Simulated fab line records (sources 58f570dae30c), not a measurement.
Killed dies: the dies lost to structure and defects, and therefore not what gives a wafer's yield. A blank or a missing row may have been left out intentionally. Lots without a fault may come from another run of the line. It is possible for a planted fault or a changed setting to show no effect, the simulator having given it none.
Which tool is to blame? + flow berkeley cmos170 + 42 wafers from 14 lots sampled at 4 of the route's 331 steps

## WHAT THE GAUGES SHOWED, per wafer
UCB170_NSD_TW_MEAS_10.
| lot  | measured     | on            | NSD_TW         |
|------|--------------|---------------|----------------|
| L320 | day 8 13:23  | film metro-04 | 4155 4131 4141 |
| L322 | day 9 04:11  | film metro-04 | 4124 4124 4133 |
| L324 | day 9 04:28  | film metro-02 | 4137 4127 4122 |
| L323 | day 9 04:38  | film metro-04 | 4159 4122 4152 |
| L325 | day 9 11:19  | film metro-04 | 4127 4128 4111 |
| L327 | day 9 11:28  | film metro-03 | 4130 4129 4137 |
| L328 | day 9 20:24  | film metro-02 | 4131 4136 4123 |
| L329 | day 9 20:41  | film metro-02 | 4138 4156 4119 |
| L330 | day 10 03:46 | film metro-04 | 4132 4152 4135 |
| L332 | day 11 00:27 | film metro-04 | 4152 4151 4140 |
| L333 | day 11 00:40 | film metro-03 | 4165 4171 4149 |
| L337 | day 12 00:22 | film metro-02 | 4134 4142 4143 |
| L339 | day 12 00:26 | film metro-04 | 3996 3980 4001 |
| L338 | day 12 05:23 | film metro-04 | 3975 3967 3962 |

UCB170_SDANNEAL_RS_MEAS_03: a four-point-probe measurement.
| lot  | measured     | on            | NSD_RS (ohm/sq)   |
|------|--------------|---------------|-------------------|
| L320 | day 8 14:59  | film metro-03 | 37.33 37.30 37.28 |
| L322 | day 9 08:55  | film metro-02 | 37.32 37.32 37.08 |
| L324 | day 9 09:09  | film metro-04 | 37.32 37.27 37.39 |
| L323 | day 9 09:23  | film metro-02 | 37.24 37.25 37.29 |
| L325 | day 9 13:04  | film metro-04 | 37.30 37.15 37.21 |
| L327 | day 9 13:18  | film metro-03 | 37.24 37.27 37.22 |
| L328 | day 9 21:41  | film metro-03 | 37.28 37.43 37.41 |
| L329 | day 9 22:13  | film metro-04 | 37.27 37.23 37.37 |
| L330 | day 10 05:23 | film metro-04 | 37.27 37.23 37.31 |
| L332 | day 11 01:41 | film metro-04 | 37.33 37.37 37.30 |
| L333 | day 11 01:58 | film metro-02 | 37.18 37.25 37.26 |
| L337 | day 12 01:49 | film metro-04 | 37.38 37.26 37.30 |
| L339 | day 12 02:14 | film metro-02 | 45.17 44.95 45.14 |
| L338 | day 12 06:53 | film metro-03 | 45.28 45.43 45.30 |

## EACH LOT AND THE TOOL THAT RAN IT (in order: tool; ch and the chambers of the sampled wafers; start)
| lot  | UCB170_NSD_IMPLANT_08           | UCB170_NSD_STRIP_09                  |
|------|---------------------------------|--------------------------------------|
| L320 | implanter-03 ch 0, day 8 13:08  | plasma asher-02 ch 0,1, day 8 13:17  |
| L322 | implanter-03 ch 0, day 9 03:57  | plasma asher-01 ch 1, day 9 04:05    |
| L324 | implanter-02 ch 0, day 9 04:14  | plasma asher-03 ch 0,1, day 9 04:21  |
| L323 | implanter-03 ch 0, day 9 04:24  | plasma asher-01 ch 0,1, day 9 04:32  |
| L325 | implanter-03 ch 0, day 9 11:05  | plasma asher-01 ch 0,1, day 9 11:13  |
| L327 | implanter-01 ch 0, day 9 11:16  | plasma asher-03 ch 0,1, day 9 11:22  |
| L328 | implanter-01 ch 0, day 9 20:09  | plasma asher-03 ch 0,1, day 9 20:18  |
| L329 | implanter-02 ch 0, day 9 20:27  | plasma asher-02 ch 0,1, day 9 20:35  |
| L330 | implanter-03 ch 0, day 10 03:32 | plasma asher-02 ch 0,1, day 10 03:40 |
| L332 | implanter-02 ch 0, day 11 00:12 | plasma asher-02 ch 0,1, day 11 00:21 |
| L333 | implanter-03 ch 0, day 11 00:25 | plasma asher-03 ch 1, day 11 00:34   |
| L337 | implanter-03 ch 0, day 12 00:09 | plasma asher-01 ch 0,1, day 12 00:17 |
| L339 | implanter-02 ch 0, day 12 00:11 | plasma asher-03 ch 0,1, day 12 00:20 |
| L338 | implanter-02 ch 0, day 12 05:08 | plasma asher-01 ch 0,1, day 12 05:17 |
- UCB170_NSD_IMPLANT_08
- UCB170_NSD_STRIP_09: strips in O2.

## WHAT THE TOOLS THEMSELVES READ (means of the sampled wafers that have a number; where no wafer has one, the mark that the record gives instead)
UCB170_NSD_IMPLANT_08.
| lot  | tool         | dose ions cm2 | end station pressure torr (Torr) | faraday current uA |
|------|--------------|---------------|----------------------------------|--------------------|
| L320 | implanter-03 | 3e+15         | 1.24e-05                         | 9272               |
| L322 | implanter-03 | 3e+15         | 1.33e-05                         | 9289               |
| L324 | implanter-02 | 3e+15         | 1.33e-05                         | 9362               |
| L323 | implanter-03 | 3e+15         | 1.28e-05                         | 9209               |
| L325 | implanter-03 | 3e+15         | 1.26e-05                         | 9224               |
| L327 | implanter-01 | 3e+15         | 1.32e-05                         | 9243               |
| L328 | implanter-01 | 3e+15         | 1.24e-05                         | 9028               |
| L329 | implanter-02 | 3e+15         | 1.25e-05                         | 9204               |
| L330 | implanter-03 | 3e+15         | 1.20e-05                         | 9183               |
| L332 | implanter-02 | 3e+15         | 1.36e-05                         | 9194               |
| L333 | implanter-03 | 3e+15         | 1.27e-05                         | 9158               |
| L337 | implanter-03 | 3e+15         | 1.29e-05                         | 9289               |
| L339 | implanter-02 | 2e+15         | 9.93e-06                         | 6568               |
| L338 | implanter-02 | 2e+15         | 1.06e-05                         | 6438               |

UCB170_NSD_STRIP_09.
| lot  | tool            | drypump motor current A (A) | oes product au (a.u.) | strip time to endpoint s (s) |
|------|-----------------|-----------------------------|-----------------------|------------------------------|
| L320 | plasma asher-02 | 5.47                        | 0.537                 | 35.83                        |
| L322 | plasma asher-01 | 5.66                        | 0.533                 | 35.80                        |
| L324 | plasma asher-03 | 5.62                        | 0.532                 | 35.75                        |
| L323 | plasma asher-01 | 5.68                        | 0.538                 | 35.88                        |
| L325 | plasma asher-01 | 5.66                        | 0.538                 | 35.81                        |
| L327 | plasma asher-03 | 5.61                        | 0.536                 | 35.78                        |
| L328 | plasma asher-03 | 5.62                        | 0.533                 | 35.75                        |
| L329 | plasma asher-02 | 5.30                        | 0.531                 | 35.77                        |
| L330 | plasma asher-02 | 5.29                        | 0.532                 | 35.80                        |
| L332 | plasma asher-02 | 5.48                        | 0.534                 | 35.76                        |
| L333 | plasma asher-03 | 5.67                        | 0.533                 | 35.81                        |
| L337 | plasma asher-01 | 5.68                        | 0.534                 | 35.88                        |
| L339 | plasma asher-03 | 5.63                        | 0.561                 | 32.47                        |
| L338 | plasma asher-01 | 5.67                        | 0.567                 | 32.47                        |

## THE ANSWER, worked out from the rows above alone
Rule: the lots themselves supply what counts as usual. The widest of any qualifying gaps counts: lots, ordered by their means at a reading, are off when they make up no more than a third of the lots, leave a main group of 4 or more, and stand apart from it by 3 or more times the standard deviation of that group's means. Not used: any main group whose means are identical at the precision the tables above print for the reading. Also off: a lot with no number at a reading for which 4 or more lots have one. Any other lot the step has rows for is counted as sound. First the gauges in route order, then the tools' own readings, where a lot's mean is used as printed above. At the first step where some lot is off, the reading lying furthest off is the one used; lots without a number count as furthest.
Off: L339, L338, seen at UCB170_NSD_TW_MEAS_10 (NSD_TW). The main group: mean 4138, standard deviation 10.
If a tool, at a process step before that reading, ran all the lots that are off and no sound lot after the first of them, it fits. Not tried: the gauges at UCB170_NSD_TW_MEAS_10; whatever is off there is also off at UCB170_SDANNEAL_RS_MEAS_03, on other tools, and gauge error can't account for it. One fits: implanter-02 at UCB170_NSD_IMPLANT_08. Its last sound lot is L332 (day 11 00:12), its first lot that is off L339 (day 12 00:11): a fault that began between those two fits.
The tool's own readings at UCB170_NSD_IMPLANT_08 bear it out: on the lots that are off they differ by more than 5 times the standard deviation of the sound lots' means. dose ions cm2 reads 2e+15 there against 3e+15 on the sound lots; end station pressure torr reads 1.03e-05 Torr there against 1.28e-05 Torr on the sound lots; faraday current uA reads 6503 there against 9221 on the sound lots.

## WHAT THE SIMULATOR PUT IN
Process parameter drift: implanter-02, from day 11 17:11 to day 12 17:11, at UCB170_NSD_IMPLANT_08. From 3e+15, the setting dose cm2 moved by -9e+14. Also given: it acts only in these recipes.
Lots struck among those shown: L339, L338. The same result came from the rule above.
